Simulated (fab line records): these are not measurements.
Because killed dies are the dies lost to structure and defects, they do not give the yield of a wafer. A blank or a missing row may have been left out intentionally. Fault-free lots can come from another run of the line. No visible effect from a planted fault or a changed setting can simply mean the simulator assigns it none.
Which tool is to blame?	flow berkeley_cmos170	Sampling: 7 lots, 21 wafers, 2 of 331 route steps

## WHAT THE GAUGES READ, wafer by wafer
UCB170_PFIELD_TW_MEAS_09.
lot	measured	on	PFIELD_TW
L532	day 6 07:33	film_metro-01	599 598 600
L535	day 7 13:00	film_metro-01	597 598 598
L537	day 7 12:52	film_metro-03	601 600 602
L539	day 7 21:30	film_metro-01	596 601 598
L541	day 8 04:57	film_metro-01	593 593 594
L544	day 8 21:30	film_metro-03	645 643 643
L548	day 10 10:19	film_metro-02	597 596 598

## WHICH TOOL RAN EACH LOT (tool, then ch and the chambers of the sampled wafers, then the start)
lot	UCB170_PFIELD_IMPLANT_07
L532	implanter-01 ch 0, day 6 07:19
L535	implanter-02 ch 0, day 7 12:45
L537	implanter-02 ch 0, day 7 12:38
L539	implanter-02 ch 0, day 7 21:16
L541	implanter-04 ch 0, day 8 04:43
L544	implanter-02 ch 0, day 8 21:15
L548	implanter-01 ch 0, day 10 10:04
- UCB170_PFIELD_IMPLANT_07

## THE ANSWER, worked out from the rows above alone
Rule: usual is defined by the lots themselves. The widest of any qualifying gaps counts: lots, ordered by their means at a reading, are off when they make up no more than a third of the lots, leave a main group of 4 or more, and stand apart from it by 3 or more times the standard deviation of that group's means. Not used: any main group whose means are identical at the precision the tables above print for the reading. A lot without any number at a reading at which 4 lots or more have one is off too. Any other lot the step has rows for is counted as sound.
Off: at UCB170_PFIELD_TW_MEAS_09 (PFIELD_TW), L544. Mean 598 and standard deviation 2.3 in the main group.
A tool fits if, at a process step before that reading, it ran every lot that is off, and no sound lot after the first of them. Those tools and the gauges at UCB170_PFIELD_TW_MEAS_09 are tried in the same way. This does not decide it: 2 tools fit, namely implanter-02 at UCB170_PFIELD_IMPLANT_07 and film_metro-03 at UCB170_PFIELD_TW_MEAS_09.

## WHAT WAS PUT IN BY THE SIMULATOR
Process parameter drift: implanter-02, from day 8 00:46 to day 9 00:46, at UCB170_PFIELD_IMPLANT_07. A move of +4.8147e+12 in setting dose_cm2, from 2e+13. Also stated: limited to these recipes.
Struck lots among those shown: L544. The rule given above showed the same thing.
